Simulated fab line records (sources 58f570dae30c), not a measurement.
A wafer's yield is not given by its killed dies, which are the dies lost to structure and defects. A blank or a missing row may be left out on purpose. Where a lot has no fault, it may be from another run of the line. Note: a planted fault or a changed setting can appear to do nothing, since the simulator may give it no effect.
Chamber matching :: flow berkeleyCmos170 :: rieDiel-03 running UCB170_M1_ETCH_11: 4 sister chambers
The step etches BARC in N2/H2. 18 wafers are shown with their chamber, then 9 later ones without.

## WAFERS WITH THEIR CHAMBER
wafer: L546.3
chamber: 1
throttleValvePct (%): 13.14
drypumpMotorCurrentA (A): 5.1
oesProductAu (a.u.): 1.003

wafer: L546.5
chamber: 1
throttleValvePct (%): 13.11
drypumpMotorCurrentA (A): 5.1
oesProductAu (a.u.): 0.999

wafer: L546.6
chamber: 0
throttleValvePct (%): 12.92
drypumpMotorCurrentA (A): 5.3
oesProductAu (a.u.): 0.954

wafer: L547.3
chamber: 1
throttleValvePct (%): 13.14
drypumpMotorCurrentA (A): 5.2
oesProductAu (a.u.): 0.988

wafer: L547.4
chamber: 0
throttleValvePct (%): 12.94
drypumpMotorCurrentA (A): 5.3
oesProductAu (a.u.): 0.963

wafer: L547.6
chamber: 2
throttleValvePct (%): 12.96
drypumpMotorCurrentA (A): 6.2
oesProductAu (a.u.): 0.987

wafer: L549.1
chamber: 3
throttleValvePct (%): 13.18
drypumpMotorCurrentA (A): 5.1
oesProductAu (a.u.): 0.998

wafer: L549.4
chamber: 2
throttleValvePct (%): 12.95
drypumpMotorCurrentA (A): 6.2
oesProductAu (a.u.): 0.988

wafer: L549.6
chamber: 3
throttleValvePct (%): 13.19
drypumpMotorCurrentA (A): 5.0
oesProductAu (a.u.): 0.982

wafer: L552.2
chamber: 0
throttleValvePct (%): 12.93
drypumpMotorCurrentA (A): 5.3
oesProductAu (a.u.): 0.966

wafer: L552.3
chamber: 3
throttleValvePct (%): 13.18
drypumpMotorCurrentA (A): 5.0
oesProductAu (a.u.): 0.986

wafer: L552.4
chamber: 3
throttleValvePct (%): 13.17
drypumpMotorCurrentA (A): 5.0
oesProductAu (a.u.): 0.990

wafer: L554.2
chamber: 2
throttleValvePct (%): 12.96
drypumpMotorCurrentA (A): 6.3
oesProductAu (a.u.): 1.000

wafer: L554.3
chamber: 3
throttleValvePct (%): 13.19
drypumpMotorCurrentA (A): 5.0
oesProductAu (a.u.): 0.988

wafer: L554.6
chamber: 0
throttleValvePct (%): 12.92
drypumpMotorCurrentA (A): 5.2
oesProductAu (a.u.): 0.965

wafer: L557.1
chamber: 2
throttleValvePct (%): 12.95
drypumpMotorCurrentA (A): 6.2
oesProductAu (a.u.): 0.990

wafer: L557.3
chamber: 0
throttleValvePct (%): 12.92
drypumpMotorCurrentA (A): 5.3
oesProductAu (a.u.): 0.970

wafer: L557.6
chamber: 1
throttleValvePct (%): 13.14
drypumpMotorCurrentA (A): 5.1
oesProductAu (a.u.): 0.994

SIGNATURES (averages over the wafers above)
reading: throttleValvePct
chamber 0: 12.9260
chamber 1: 13.1325
chamber 2: 12.9550
chamber 3: 13.1820
scatter within a chamber: 0.00991

reading: drypumpMotorCurrentA
chamber 0: 5.280
chamber 1: 5.125
chamber 2: 6.225
chamber 3: 5.020
scatter within a chamber: 0.0471

reading: oesProductAu
chamber 0: 0.96360
chamber 1: 0.99600
chamber 2: 0.99125
chamber 3: 0.98880
scatter within a chamber: 0.00606
Rule: for each reading, subtract the chamber's mean from the wafer's reading, divide by that reading's scatter and square the result; add these up over the readings and take the root, which gives the wafer's distance from the chamber. The wafer belongs to the nearest chamber; if the next one is less than 2 further off, it can't be placed. The scatter is the square root of a quotient: the sum, over the shown wafers, of each reading's squared deviation from its chamber's mean, divided by wafers minus chambers.

## WAFERS WHOSE CHAMBER IS MISSING
wafer: L559.3
throttleValvePct (%): 12.95
drypumpMotorCurrentA (A): 5.3
oesProductAu (a.u.): 0.985

wafer: L559.4
throttleValvePct (%): 13.12
drypumpMotorCurrentA (A): 5.2
oesProductAu (a.u.): 0.995

wafer: L559.5
throttleValvePct (%): 13.19
drypumpMotorCurrentA (A): 5.1
oesProductAu (a.u.): 0.988

wafer: L567.1
throttleValvePct (%): 12.95
drypumpMotorCurrentA (A): 6.2
oesProductAu (a.u.): 0.991

wafer: L567.5
throttleValvePct (%): 12.92
drypumpMotorCurrentA (A): 5.2
oesProductAu (a.u.): 1.010

wafer: L567.6
throttleValvePct (%): 13.14
drypumpMotorCurrentA (A): 5.2
oesProductAu (a.u.): 1.002

wafer: L569.4
throttleValvePct (%): 12.96
drypumpMotorCurrentA (A): 6.3
oesProductAu (a.u.): 0.983

wafer: L569.5
throttleValvePct (%): 13.17
drypumpMotorCurrentA (A): 5.1
oesProductAu (a.u.): 0.990

wafer: L569.6
throttleValvePct (%): 12.93
drypumpMotorCurrentA (A): 5.3
oesProductAu (a.u.): 1.015

## WHICH CHAMBER EACH WENT THROUGH
wafer: L559.3
from the rows above: 0
in truth: 0

wafer: L559.4
from the rows above: 1
in truth: 1

wafer: L559.5
from the rows above: 3
in truth: 3

wafer: L567.1
from the rows above: 2
in truth: 2

wafer: L567.5
from the rows above: 0
in truth: 0

wafer: L567.6
from the rows above: 1
in truth: 1

wafer: L569.4
from the rows above: 2
in truth: 2

wafer: L569.5
from the rows above: can't be placed: 3 or 1
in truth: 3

wafer: L569.6
from the rows above: 0
in truth: 0
Correctly placed: 8 of 9. Cannot be placed on the basis of these rows: 1; the candidates contain the true chamber in 1. Wrongly placed: 0.
